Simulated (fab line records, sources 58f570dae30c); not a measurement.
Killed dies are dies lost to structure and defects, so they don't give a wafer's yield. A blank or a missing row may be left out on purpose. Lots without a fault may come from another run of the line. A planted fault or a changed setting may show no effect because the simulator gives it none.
Which tool did it? | flow berkeley_cmos170 | 15 lots, 45 wafers sampled, at 1 step of a route of 331

WHAT THE GAUGES READ, wafer by wafer
UCB170_PVT_TW_MEAS_09. Usual: PVT_TW 503.1, standard deviation 2.6.
lot  | measured     | on            | PVT_TW            | flag
L321 | day 6 02:21  | film_metro-02 | 498.6 499.3 503.5 |
L322 | day 6 02:37  | film_metro-04 | 502.7 502.8 503.2 |
L323 | day 6 08:32  | film_metro-02 | 500.8 504.9 501.7 |
L324 | day 6 08:41  | film_metro-02 | 498.2 506.8 501.3 |
L327 | day 7 06:35  | film_metro-02 | 503.4 507.5 504.3 |
L329 | day 7 15:36  | film_metro-04 | 500.9 502.4 501.5 |
L330 | day 7 23:53  | film_metro-02 | 504.2 505.8 507.8 |
L334 | day 8 17:01  | film_metro-03 | 505.9 505.8 507.1 |
L336 | day 9 04:11  | film_metro-04 | 500.7 499.4 500.9 |
L337 | day 9 04:44  | film_metro-03 | 504.4 504.9 508.1 |
L340 | day 9 20:01  | film_metro-04 | 500.6 499.9 500.6 |
L338 | day 9 20:20  | film_metro-02 | 501.9 503.6 500.6 |
L343 | day 10 07:02 | film_metro-03 | 504.7 504.0 503.7 |
L341 | day 10 07:05 | film_metro-04 | 499.2 502.6 501.1 |
L344 | day 10 14:38 | film_metro-04 | 497.7 501.1 501.0 |

WHICH TOOL RAN EACH LOT (tool, then ch and the chambers of the sampled wafers, then the start)
The record holds no process step before these readings.

WHAT THE TOOLS THEMSELVES READ (means of the sampled wafers that have a number; where no wafer has one, the mark that the record gives instead)
The record holds no such reading with a usual standard deviation.

THE ANSWER, worked out from the rows above alone
Rule: a lot is off if the mean of its wafers that have a number lies more than 3 standard deviations from the usual mean. A lot without any number at a reading at which 4 lots or more have one is off too. The other lots that the step has rows for count as sound. The gauges are gone through in route order, then the tools' own readings, and for those a lot's mean is taken as printed above. The first step at which some lot is off is used, and at that step the reading that is off furthest; a lot without a number counts as furthest.
No lot is off at any reading shown: from this, nothing can be told.

WHAT THE SIMULATOR HAD PUT IN
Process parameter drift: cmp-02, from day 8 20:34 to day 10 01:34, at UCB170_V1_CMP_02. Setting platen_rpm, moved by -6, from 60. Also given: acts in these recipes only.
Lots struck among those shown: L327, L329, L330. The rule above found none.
